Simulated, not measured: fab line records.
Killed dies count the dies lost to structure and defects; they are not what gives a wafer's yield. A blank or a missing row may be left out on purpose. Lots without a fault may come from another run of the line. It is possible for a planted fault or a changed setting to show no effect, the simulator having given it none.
Which of the tools did it? || flow berkeleyCmos170 || Sampling: 15 lots, 45 wafers, 6 of 331 route steps

== WHAT THE GAUGES SHOWED, per wafer ==
UCB170_M1_OVL_MEAS_10. Usual: M1_OVL 4 nm, standard deviation 6.
{"lot": "L387", "measured": "day 7 19:06", "on": "overlay-01", "M1_OVL (nm)": "12 11 13", "flag": ""}
{"lot": "L390", "measured": "day 8 16:19", "on": "overlay-01", "M1_OVL (nm)": "8 2 -3", "flag": ""}
{"lot": "L392", "measured": "day 8 17:17", "on": "overlay-01", "M1_OVL (nm)": "3 3 11", "flag": ""}
{"lot": "L391", "measured": "day 8 17:36", "on": "overlay-02", "M1_OVL (nm)": "7 9 -1", "flag": ""}
{"lot": "L388", "measured": "day 8 18:11", "on": "overlay-02", "M1_OVL (nm)": "11 6 7", "flag": ""}
{"lot": "L394", "measured": "day 9 15:50", "on": "overlay-01", "M1_OVL (nm)": "-3 3 -1", "flag": ""}
{"lot": "L395", "measured": "day 9 15:55", "on": "overlay-02", "M1_OVL (nm)": "0 -4 6", "flag": ""}
{"lot": "L396", "measured": "day 9 16:56", "on": "overlay-02", "M1_OVL (nm)": "16 16 9", "flag": ""}
{"lot": "L393", "measured": "day 9 17:34", "on": "overlay-01", "M1_OVL (nm)": "5 2 2", "flag": ""}
{"lot": "L399", "measured": "day 10 00:56", "on": "overlay-01", "M1_OVL (nm)": "4 -1 -1", "flag": ""}
{"lot": "L398", "measured": "day 10 01:40", "on": "overlay-02", "M1_OVL (nm)": "-1 -6 0", "flag": ""}
{"lot": "L400", "measured": "day 10 02:13", "on": "overlay-02", "M1_OVL (nm)": "2 -3 8", "flag": ""}
{"lot": "L405", "measured": "day 11 14:04", "on": "overlay-01", "M1_OVL (nm)": "8 -4 -1", "flag": ""}
{"lot": "L407", "measured": "day 12 04:49", "on": "overlay-02", "M1_OVL (nm)": "-3 -5 -1", "flag": ""}
{"lot": "L408", "measured": "day 12 16:28", "on": "overlay-02", "M1_OVL (nm)": "-3 -10 -8", "flag": ""}

UCB170_M3_CD_MEAS_90: the cd target is 700 nm. Usual: 700.5 nm for cdNm, sd 2.5.
{"lot": "L387", "measured": "day 8 13:13", "on": "cdSem-01", "cdNm (nm)": "697.7 702.0 696.9", "flag": ""}
{"lot": "L390", "measured": "day 9 11:17", "on": "cdSem-02", "cdNm (nm)": "697.0 700.7 700.8", "flag": ""}
{"lot": "L392", "measured": "day 9 11:29", "on": "cdSem-01", "cdNm (nm)": "704.6 703.6 701.5", "flag": ""}
{"lot": "L391", "measured": "day 9 10:15", "on": "cdSem-01", "cdNm (nm)": "700.8 702.5 698.2", "flag": ""}
{"lot": "L388", "measured": "day 9 12:17", "on": "cdSem-02", "cdNm (nm)": "703.3 703.3 702.5", "flag": ""}
{"lot": "L394", "measured": "day 10 04:44", "on": "cdSem-01", "cdNm (nm)": "699.5 698.6 697.1", "flag": ""}
{"lot": "L395", "measured": "day 10 06:56", "on": "cdSem-02", "cdNm (nm)": "702.4 705.5 702.9", "flag": ""}
{"lot": "L396", "measured": "day 10 07:46", "on": "cdSem-02", "cdNm (nm)": "700.8 699.9 701.5", "flag": ""}
{"lot": "L393", "measured": "day 10 07:55", "on": "cdSem-01", "cdNm (nm)": "736.8 698.8 737.1", "flag": "OFF"}
{"lot": "L399", "measured": "day 10 15:50", "on": "cdSem-02", "cdNm (nm)": "699.2 697.8 701.8", "flag": ""}
{"lot": "L398", "measured": "day 10 15:58", "on": "cdSem-02", "cdNm (nm)": "696.8 698.0 733.9", "flag": "OFF"}
{"lot": "L400", "measured": "day 10 16:22", "on": "cdSem-02", "cdNm (nm)": "733.6 697.5 696.0", "flag": "OFF"}
{"lot": "L405", "measured": "day 12 02:29", "on": "cdSem-02", "cdNm (nm)": "701.3 702.9 704.4", "flag": ""}
{"lot": "L407", "measured": "day 12 17:54", "on": "cdSem-02", "cdNm (nm)": "700.7 698.7 704.4", "flag": ""}
{"lot": "L408", "measured": "day 13 07:52", "on": "cdSem-01", "cdNm (nm)": "702.1 697.4 699.4", "flag": ""}

== WHICH TOOL RAN EACH LOT (tool, then ch and the chambers of the sampled wafers, then the start) ==
{"lot": "L387", "UCB170_CONTACT_RTA_08": "rtpAnneal-01 ch 0, day 7 15:38", "UCB170_M3_STRIP_07": "plasmaAsher-01 ch 0,1, day 8 11:34", "UCB170_M3_METAL_ETCH_18": "rieMetal-02 ch 0,1, day 8 12:56", "UCB170_M3_STRIP_19": "plasmaAsher-01 ch 0,1, day 8 13:07"}
{"lot": "L390", "UCB170_CONTACT_RTA_08": "rtpAnneal-02 ch 0, day 8 12:18", "UCB170_M3_STRIP_07": "plasmaAsher-02 ch 0,1, day 9 09:01", "UCB170_M3_METAL_ETCH_18": "rieMetal-02 ch 0,1, day 9 11:02", "UCB170_M3_STRIP_19": "plasmaAsher-01 ch 0,1, day 9 11:11"}
{"lot": "L392", "UCB170_CONTACT_RTA_08": "rtpAnneal-01 ch 0, day 8 13:34", "UCB170_M3_STRIP_07": "plasmaAsher-04 ch 0,1, day 9 09:26", "UCB170_M3_METAL_ETCH_18": "rieMetal-01 ch 0,1, day 9 11:13", "UCB170_M3_STRIP_19": "plasmaAsher-02 ch 0,1, day 9 11:23"}
{"lot": "L391", "UCB170_CONTACT_RTA_08": "rtpAnneal-01 ch 0, day 8 13:57", "UCB170_M3_STRIP_07": "plasmaAsher-04 ch 0,1, day 9 07:38", "UCB170_M3_METAL_ETCH_18": "rieMetal-04 ch 0,1, day 9 09:58", "UCB170_M3_STRIP_19": "plasmaAsher-01 ch 0,1, day 9 10:09"}
{"lot": "L388", "UCB170_CONTACT_RTA_08": "rtpAnneal-02 ch 0, day 8 14:04", "UCB170_M3_STRIP_07": "plasmaAsher-04 ch 0,1, day 9 09:55", "UCB170_M3_METAL_ETCH_18": "rieMetal-02 ch 0,1, day 9 11:59", "UCB170_M3_STRIP_19": "plasmaAsher-01 ch 0,1, day 9 12:09"}
{"lot": "L394", "UCB170_CONTACT_RTA_08": "rtpAnneal-01 ch 0, day 9 12:01", "UCB170_M3_STRIP_07": "plasmaAsher-01 ch 0,1, day 10 02:59", "UCB170_M3_METAL_ETCH_18": "rieMetal-02 ch 0,1, day 10 04:26", "UCB170_M3_STRIP_19": "plasmaAsher-04 ch 0,1, day 10 04:38"}
{"lot": "L395", "UCB170_CONTACT_RTA_08": "rtpAnneal-02 ch 0, day 9 12:29", "UCB170_M3_STRIP_07": "plasmaAsher-01 ch 1, day 10 04:41", "UCB170_M3_METAL_ETCH_18": "rieMetal-01 ch 0, day 10 06:38", "UCB170_M3_STRIP_19": "plasmaAsher-04 ch 0,1, day 10 06:49"}
{"lot": "L396", "UCB170_CONTACT_RTA_08": "rtpAnneal-01 ch 0, day 9 13:50", "UCB170_M3_STRIP_07": "plasmaAsher-01 ch 0,1, day 10 05:15", "UCB170_M3_METAL_ETCH_18": "rieMetal-04 ch 0,1, day 10 07:31", "UCB170_M3_STRIP_19": "plasmaAsher-02 ch 0,1, day 10 07:40"}
{"lot": "L393", "UCB170_CONTACT_RTA_08": "rtpAnneal-02 ch 0, day 9 14:17", "UCB170_M3_STRIP_07": "plasmaAsher-04 ch 0,1, day 10 05:55", "UCB170_M3_METAL_ETCH_18": "rieMetal-01 ch 0,1, day 10 07:40", "UCB170_M3_STRIP_19": "plasmaAsher-01 ch 0,1, day 10 07:49"}
{"lot": "L399", "UCB170_CONTACT_RTA_08": "rtpAnneal-01 ch 0, day 9 20:11", "UCB170_M3_STRIP_07": "plasmaAsher-02 ch 0,1, day 10 13:49", "UCB170_M3_METAL_ETCH_18": "rieMetal-04 ch 0, day 10 15:22", "UCB170_M3_STRIP_19": "plasmaAsher-04 ch 0,1, day 10 15:44"}
{"lot": "L398", "UCB170_CONTACT_RTA_08": "rtpAnneal-02 ch 0, day 9 21:05", "UCB170_M3_STRIP_07": "plasmaAsher-02 ch 0,1, day 10 14:01", "UCB170_M3_METAL_ETCH_18": "rieMetal-01 ch 0,1, day 10 15:36", "UCB170_M3_STRIP_19": "plasmaAsher-01 ch 0,1, day 10 15:47"}
{"lot": "L400", "UCB170_CONTACT_RTA_08": "rtpAnneal-02 ch 0, day 9 21:32", "UCB170_M3_STRIP_07": "plasmaAsher-01 ch 0,1, day 10 14:28", "UCB170_M3_METAL_ETCH_18": "rieMetal-01 ch 0,1, day 10 16:05", "UCB170_M3_STRIP_19": "plasmaAsher-04 ch 0,1, day 10 16:16"}
{"lot": "L405", "UCB170_CONTACT_RTA_08": "rtpAnneal-01 ch 0, day 11 10:53", "UCB170_M3_STRIP_07": "plasmaAsher-04 ch 0,1, day 12 00:53", "UCB170_M3_METAL_ETCH_18": "rieMetal-02 ch 0,1, day 12 02:13", "UCB170_M3_STRIP_19": "plasmaAsher-04 ch 0,1, day 12 02:23"}
{"lot": "L407", "UCB170_CONTACT_RTA_08": "rtpAnneal-01 ch 0, day 12 01:37", "UCB170_M3_STRIP_07": "plasmaAsher-01 ch 0, day 12 15:11", "UCB170_M3_METAL_ETCH_18": "rieMetal-02 ch 0,1, day 12 17:37", "UCB170_M3_STRIP_19": "plasmaAsher-04 ch 1, day 12 17:48"}
{"lot": "L408", "UCB170_CONTACT_RTA_08": "rtpAnneal-01 ch 0, day 12 12:26", "UCB170_M3_STRIP_07": "plasmaAsher-04 ch 0,1, day 13 05:31", "UCB170_M3_METAL_ETCH_18": "rieMetal-04 ch 0,1, day 13 07:37", "UCB170_M3_STRIP_19": "plasmaAsher-04 ch 0,1, day 13 07:46"}
- UCB170_CONTACT_RTA_08: time 10 s.
- UCB170_M3_STRIP_07: strips in O2.
- UCB170_M3_METAL_ETCH_18: etches Al in Cl2/BCl3, stops on SiO2, target depth 1170 nm, time 195 s.
- UCB170_M3_STRIP_19: strips in O2.

== WHAT THE TOOLS THEMSELVES READ (means of the sampled wafers that have a number; where no wafer has one, the mark that the record gives instead) ==
UCB170_CONTACT_RTA_08. Usual: lampPowerPct 26.0 %, standard deviation 0.98; wafer_temp_C_max 903.5, standard deviation 1.2.
{"lot": "L387", "tool": "rtpAnneal-01", "lampPowerPct (%)": 25.1, "wafer_temp_C_max": 904.5, "flag": ""}
{"lot": "L390", "tool": "rtpAnneal-02", "lampPowerPct (%)": 27.1, "wafer_temp_C_max": 902.0, "flag": ""}
{"lot": "L392", "tool": "rtpAnneal-01", "lampPowerPct (%)": 25.1, "wafer_temp_C_max": 904.4, "flag": ""}
{"lot": "L391", "tool": "rtpAnneal-01", "lampPowerPct (%)": 25.1, "wafer_temp_C_max": 903.4, "flag": ""}
{"lot": "L388", "tool": "rtpAnneal-02", "lampPowerPct (%)": 27.0, "wafer_temp_C_max": 902.5, "flag": ""}
{"lot": "L394", "tool": "rtpAnneal-01", "lampPowerPct (%)": 25.1, "wafer_temp_C_max": 904.8, "flag": ""}
{"lot": "L395", "tool": "rtpAnneal-02", "lampPowerPct (%)": 27.1, "wafer_temp_C_max": 902.2, "flag": ""}
{"lot": "L396", "tool": "rtpAnneal-01", "lampPowerPct (%)": 25.1, "wafer_temp_C_max": 904.8, "flag": ""}
{"lot": "L393", "tool": "rtpAnneal-02", "lampPowerPct (%)": 27.1, "wafer_temp_C_max": 902.2, "flag": ""}
{"lot": "L399", "tool": "rtpAnneal-01", "lampPowerPct (%)": 25.1, "wafer_temp_C_max": 904.4, "flag": ""}
{"lot": "L398", "tool": "rtpAnneal-02", "lampPowerPct (%)": 27.0, "wafer_temp_C_max": 902.1, "flag": ""}
{"lot": "L400", "tool": "rtpAnneal-02", "lampPowerPct (%)": 27.0, "wafer_temp_C_max": 902.8, "flag": ""}
{"lot": "L405", "tool": "rtpAnneal-01", "lampPowerPct (%)": 25.1, "wafer_temp_C_max": 904.4, "flag": ""}
{"lot": "L407", "tool": "rtpAnneal-01", "lampPowerPct (%)": 25.1, "wafer_temp_C_max": 904.1, "flag": ""}
{"lot": "L408", "tool": "rtpAnneal-01", "lampPowerPct (%)": 25.1, "wafer_temp_C_max": 903.6, "flag": ""}

UCB170_M3_STRIP_07. Usual: chamberPressureMTorr 3500 mTorr, standard deviation 3.4; drypumpMotorCurrentA 5.7 A, standard deviation 0.37; oesProductAu 0.735 a.u., standard deviation 0.0051; stripTimeToEndpointS 21.98 s, standard deviation 0.057.
{"lot": "L387", "tool": "plasmaAsher-01", "chamberPressureMTorr (mTorr)": 3502, "drypumpMotorCurrentA (A)": 5.8, "oesProductAu (a.u.)": 0.731, "stripTimeToEndpointS (s)": 21.92, "flag": ""}
{"lot": "L390", "tool": "plasmaAsher-02", "chamberPressureMTorr (mTorr)": 3499, "drypumpMotorCurrentA (A)": 6.0, "oesProductAu (a.u.)": 0.734, "stripTimeToEndpointS (s)": 21.95, "flag": ""}
{"lot": "L392", "tool": "plasmaAsher-04", "chamberPressureMTorr (mTorr)": 3503, "drypumpMotorCurrentA (A)": 5.6, "oesProductAu (a.u.)": 0.733, "stripTimeToEndpointS (s)": 22.01, "flag": ""}
{"lot": "L391", "tool": "plasmaAsher-04", "chamberPressureMTorr (mTorr)": 3502, "drypumpMotorCurrentA (A)": 5.6, "oesProductAu (a.u.)": 0.740, "stripTimeToEndpointS (s)": 22.00, "flag": ""}
{"lot": "L388", "tool": "plasmaAsher-04", "chamberPressureMTorr (mTorr)": 3499, "drypumpMotorCurrentA (A)": 5.6, "oesProductAu (a.u.)": 0.733, "stripTimeToEndpointS (s)": 21.97, "flag": ""}
{"lot": "L394", "tool": "plasmaAsher-01", "chamberPressureMTorr (mTorr)": 3499, "drypumpMotorCurrentA (A)": 5.8, "oesProductAu (a.u.)": 0.740, "stripTimeToEndpointS (s)": 21.84, "flag": ""}
{"lot": "L395", "tool": "plasmaAsher-01", "chamberPressureMTorr (mTorr)": 3504, "drypumpMotorCurrentA (A)": 5.8, "oesProductAu (a.u.)": 0.735, "stripTimeToEndpointS (s)": 22.02, "flag": ""}
{"lot": "L396", "tool": "plasmaAsher-01", "chamberPressureMTorr (mTorr)": 3500, "drypumpMotorCurrentA (A)": 5.8, "oesProductAu (a.u.)": 0.737, "stripTimeToEndpointS (s)": 22.00, "flag": ""}
{"lot": "L393", "tool": "plasmaAsher-04", "chamberPressureMTorr (mTorr)": 3498, "drypumpMotorCurrentA (A)": 5.6, "oesProductAu (a.u.)": 0.733, "stripTimeToEndpointS (s)": 21.95, "flag": ""}
{"lot": "L399", "tool": "plasmaAsher-02", "chamberPressureMTorr (mTorr)": 3501, "drypumpMotorCurrentA (A)": 6.0, "oesProductAu (a.u.)": 0.734, "stripTimeToEndpointS (s)": 22.01, "flag": ""}
{"lot": "L398", "tool": "plasmaAsher-02", "chamberPressureMTorr (mTorr)": 3501, "drypumpMotorCurrentA (A)": 5.4, "oesProductAu (a.u.)": 0.735, "stripTimeToEndpointS (s)": 21.99, "flag": ""}
{"lot": "L400", "tool": "plasmaAsher-01", "chamberPressureMTorr (mTorr)": 3499, "drypumpMotorCurrentA (A)": 5.8, "oesProductAu (a.u.)": 0.730, "stripTimeToEndpointS (s)": 21.96, "flag": ""}
{"lot": "L405", "tool": "plasmaAsher-04", "chamberPressureMTorr (mTorr)": 3499, "drypumpMotorCurrentA (A)": 5.6, "oesProductAu (a.u.)": 0.734, "stripTimeToEndpointS (s)": 21.95, "flag": ""}
{"lot": "L407", "tool": "plasmaAsher-01", "chamberPressureMTorr (mTorr)": 3501, "drypumpMotorCurrentA (A)": 5.8, "oesProductAu (a.u.)": 0.736, "stripTimeToEndpointS (s)": 21.90, "flag": ""}
{"lot": "L408", "tool": "plasmaAsher-04", "chamberPressureMTorr (mTorr)": 3500, "drypumpMotorCurrentA (A)": 5.6, "oesProductAu (a.u.)": 0.738, "stripTimeToEndpointS (s)": 21.99, "flag": ""}

UCB170_M3_METAL_ETCH_18. Usual: bcl3FlowSccm 45.02 sccm, standard deviation 0.14; chamberPressureMTorr 11.999 mTorr, standard deviation 0.011; drypumpMotorCurrentA 5.8 A, standard deviation 0.64; oesProductAu 0.847 a.u., standard deviation 0.011; runLengthS 222.9 s, standard deviation 0.4; throttleValvePct 24.45 %, standard deviation 0.2.
{"lot": "L387", "tool": "rieMetal-02", "bcl3FlowSccm (sccm)": 44.88, "chamberPressureMTorr (mTorr)": 12.004, "drypumpMotorCurrentA (A)": 5.5, "oesProductAu (a.u.)": 0.848, "runLengthS (s)": 223.0, "throttleValvePct (%)": 24.62, "flag": ""}
{"lot": "L390", "tool": "rieMetal-02", "bcl3FlowSccm (sccm)": 45.02, "chamberPressureMTorr (mTorr)": 12.003, "drypumpMotorCurrentA (A)": 5.6, "oesProductAu (a.u.)": 0.853, "runLengthS (s)": 222.9, "throttleValvePct (%)": 24.62, "flag": ""}
{"lot": "L392", "tool": "rieMetal-01", "bcl3FlowSccm (sccm)": 45.06, "chamberPressureMTorr (mTorr)": 11.997, "drypumpMotorCurrentA (A)": 5.3, "oesProductAu (a.u.)": 0.844, "runLengthS (s)": 223.2, "throttleValvePct (%)": 24.42, "flag": ""}
{"lot": "L391", "tool": "rieMetal-04", "bcl3FlowSccm (sccm)": 45.16, "chamberPressureMTorr (mTorr)": 12.004, "drypumpMotorCurrentA (A)": 6.2, "oesProductAu (a.u.)": 0.833, "runLengthS (s)": 222.8, "throttleValvePct (%)": 24.52, "flag": ""}
{"lot": "L388", "tool": "rieMetal-02", "bcl3FlowSccm (sccm)": 45.16, "chamberPressureMTorr (mTorr)": 11.996, "drypumpMotorCurrentA (A)": 6.1, "oesProductAu (a.u.)": 0.852, "runLengthS (s)": 222.9, "throttleValvePct (%)": 24.53, "flag": ""}
{"lot": "L394", "tool": "rieMetal-02", "bcl3FlowSccm (sccm)": 45.00, "chamberPressureMTorr (mTorr)": 11.995, "drypumpMotorCurrentA (A)": 5.5, "oesProductAu (a.u.)": 0.853, "runLengthS (s)": 223.1, "throttleValvePct (%)": 24.61, "flag": ""}
{"lot": "L395", "tool": "rieMetal-01", "bcl3FlowSccm (sccm)": 45.19, "chamberPressureMTorr (mTorr)": 11.992, "drypumpMotorCurrentA (A)": 5.0, "oesProductAu (a.u.)": 0.839, "runLengthS (s)": 223.3, "throttleValvePct (%)": 24.60, "flag": ""}
{"lot": "L396", "tool": "rieMetal-04", "bcl3FlowSccm (sccm)": 45.02, "chamberPressureMTorr (mTorr)": 12.003, "drypumpMotorCurrentA (A)": 6.3, "oesProductAu (a.u.)": 0.835, "runLengthS (s)": 222.5, "throttleValvePct (%)": 24.43, "flag": ""}
{"lot": "L393", "tool": "rieMetal-01", "bcl3FlowSccm (sccm)": 45.08, "chamberPressureMTorr (mTorr)": 12.000, "drypumpMotorCurrentA (A)": 5.3, "oesProductAu (a.u.)": 0.950, "runLengthS (s)": 126.3, "throttleValvePct (%)": 24.38, "flag": "OFF"}
{"lot": "L399", "tool": "rieMetal-04", "bcl3FlowSccm (sccm)": 44.91, "chamberPressureMTorr (mTorr)": 12.010, "drypumpMotorCurrentA (A)": 6.2, "oesProductAu (a.u.)": 0.841, "runLengthS (s)": 222.7, "throttleValvePct (%)": 24.33, "flag": ""}
{"lot": "L398", "tool": "rieMetal-01", "bcl3FlowSccm (sccm)": 45.00, "chamberPressureMTorr (mTorr)": 11.997, "drypumpMotorCurrentA (A)": 5.7, "oesProductAu (a.u.)": 0.908, "runLengthS (s)": 174.9, "throttleValvePct (%)": 24.23, "flag": "OFF"}
{"lot": "L400", "tool": "rieMetal-01", "bcl3FlowSccm (sccm)": 45.11, "chamberPressureMTorr (mTorr)": 12.020, "drypumpMotorCurrentA (A)": 5.7, "oesProductAu (a.u.)": 0.905, "runLengthS (s)": 174.6, "throttleValvePct (%)": 24.24, "flag": "OFF"}
{"lot": "L405", "tool": "rieMetal-02", "bcl3FlowSccm (sccm)": 45.18, "chamberPressureMTorr (mTorr)": 11.997, "drypumpMotorCurrentA (A)": 6.1, "oesProductAu (a.u.)": 0.842, "runLengthS (s)": 222.8, "throttleValvePct (%)": 24.51, "flag": ""}
{"lot": "L407", "tool": "rieMetal-02", "bcl3FlowSccm (sccm)": 44.93, "chamberPressureMTorr (mTorr)": 11.998, "drypumpMotorCurrentA (A)": 5.6, "oesProductAu (a.u.)": 0.839, "runLengthS (s)": 223.2, "throttleValvePct (%)": 24.61, "flag": ""}
{"lot": "L408", "tool": "rieMetal-04", "bcl3FlowSccm (sccm)": 45.07, "chamberPressureMTorr (mTorr)": 12.003, "drypumpMotorCurrentA (A)": 6.2, "oesProductAu (a.u.)": 0.840, "runLengthS (s)": 222.8, "throttleValvePct (%)": 24.41, "flag": ""}

UCB170_M3_STRIP_19. Usual: chamberPressureMTorr 3500 mTorr, standard deviation 3.4; drypumpMotorCurrentA 5.7 A, standard deviation 0.45; oesProductAu 0.547 a.u., standard deviation 0.013.
{"lot": "L387", "tool": "plasmaAsher-01", "chamberPressureMTorr (mTorr)": 3502, "drypumpMotorCurrentA (A)": 5.8, "oesProductAu (a.u.)": 0.551, "flag": ""}
{"lot": "L390", "tool": "plasmaAsher-01", "chamberPressureMTorr (mTorr)": 3500, "drypumpMotorCurrentA (A)": 5.8, "oesProductAu (a.u.)": 0.545, "flag": ""}
{"lot": "L392", "tool": "plasmaAsher-02", "chamberPressureMTorr (mTorr)": 3500, "drypumpMotorCurrentA (A)": 5.4, "oesProductAu (a.u.)": 0.535, "flag": ""}
{"lot": "L391", "tool": "plasmaAsher-01", "chamberPressureMTorr (mTorr)": 3501, "drypumpMotorCurrentA (A)": 5.8, "oesProductAu (a.u.)": 0.569, "flag": ""}
{"lot": "L388", "tool": "plasmaAsher-01", "chamberPressureMTorr (mTorr)": 3501, "drypumpMotorCurrentA (A)": 5.8, "oesProductAu (a.u.)": 0.541, "flag": ""}
{"lot": "L394", "tool": "plasmaAsher-04", "chamberPressureMTorr (mTorr)": 3497, "drypumpMotorCurrentA (A)": 5.6, "oesProductAu (a.u.)": 0.550, "flag": ""}
{"lot": "L395", "tool": "plasmaAsher-04", "chamberPressureMTorr (mTorr)": 3501, "drypumpMotorCurrentA (A)": 5.6, "oesProductAu (a.u.)": 0.545, "flag": ""}
{"lot": "L396", "tool": "plasmaAsher-02", "chamberPressureMTorr (mTorr)": 3499, "drypumpMotorCurrentA (A)": 6.0, "oesProductAu (a.u.)": 0.570, "flag": ""}
{"lot": "L393", "tool": "plasmaAsher-01", "chamberPressureMTorr (mTorr)": 3500, "drypumpMotorCurrentA (A)": 5.8, "oesProductAu (a.u.)": 0.656, "flag": "OFF"}
{"lot": "L399", "tool": "plasmaAsher-04", "chamberPressureMTorr (mTorr)": 3503, "drypumpMotorCurrentA (A)": 5.6, "oesProductAu (a.u.)": 0.560, "flag": ""}
{"lot": "L398", "tool": "plasmaAsher-01", "chamberPressureMTorr (mTorr)": 3499, "drypumpMotorCurrentA (A)": 5.8, "oesProductAu (a.u.)": 0.596, "flag": "OFF"}
{"lot": "L400", "tool": "plasmaAsher-04", "chamberPressureMTorr (mTorr)": 3494, "drypumpMotorCurrentA (A)": 5.6, "oesProductAu (a.u.)": 0.594, "flag": "OFF"}
{"lot": "L405", "tool": "plasmaAsher-04", "chamberPressureMTorr (mTorr)": 3498, "drypumpMotorCurrentA (A)": 5.6, "oesProductAu (a.u.)": 0.535, "flag": ""}
{"lot": "L407", "tool": "plasmaAsher-04", "chamberPressureMTorr (mTorr)": 3501, "drypumpMotorCurrentA (A)": 5.6, "oesProductAu (a.u.)": 0.545, "flag": ""}
{"lot": "L408", "tool": "plasmaAsher-04", "chamberPressureMTorr (mTorr)": 3503, "drypumpMotorCurrentA (A)": 5.6, "oesProductAu (a.u.)": 0.554, "flag": ""}

== THE ANSWER, worked out from the rows above alone ==
Rule: take the mean of a lot's wafers that have a number; if it is more than 3 standard deviations from the usual mean, the lot is off. A lot without any number at a reading at which 4 lots or more have one is off too. All remaining lots with rows at the step are treated as sound. First the gauges in route order, then the tools' own readings, where a lot's mean is used as printed above. At the first step where some lot is off, the reading lying furthest off is the one used; lots without a number count as furthest.
Off, at UCB170_M3_CD_MEAS_90 on cdNm: L393, L398, L400.
If a tool, at a process step before that reading, ran all the lots that are off and no sound lot after the first of them, it fits. Not tried: the gauges at UCB170_M3_CD_MEAS_90; whatever is off there is also off at UCB170_M3_METAL_ETCH_18, on other tools, and gauge error can't account for it. This does not decide it: 2 tools fit, namely rtpAnneal-02 at UCB170_CONTACT_RTA_08 and rieMetal-01 at UCB170_M3_METAL_ETCH_18.

== WHAT THE SIMULATOR HAD INSERTED ==
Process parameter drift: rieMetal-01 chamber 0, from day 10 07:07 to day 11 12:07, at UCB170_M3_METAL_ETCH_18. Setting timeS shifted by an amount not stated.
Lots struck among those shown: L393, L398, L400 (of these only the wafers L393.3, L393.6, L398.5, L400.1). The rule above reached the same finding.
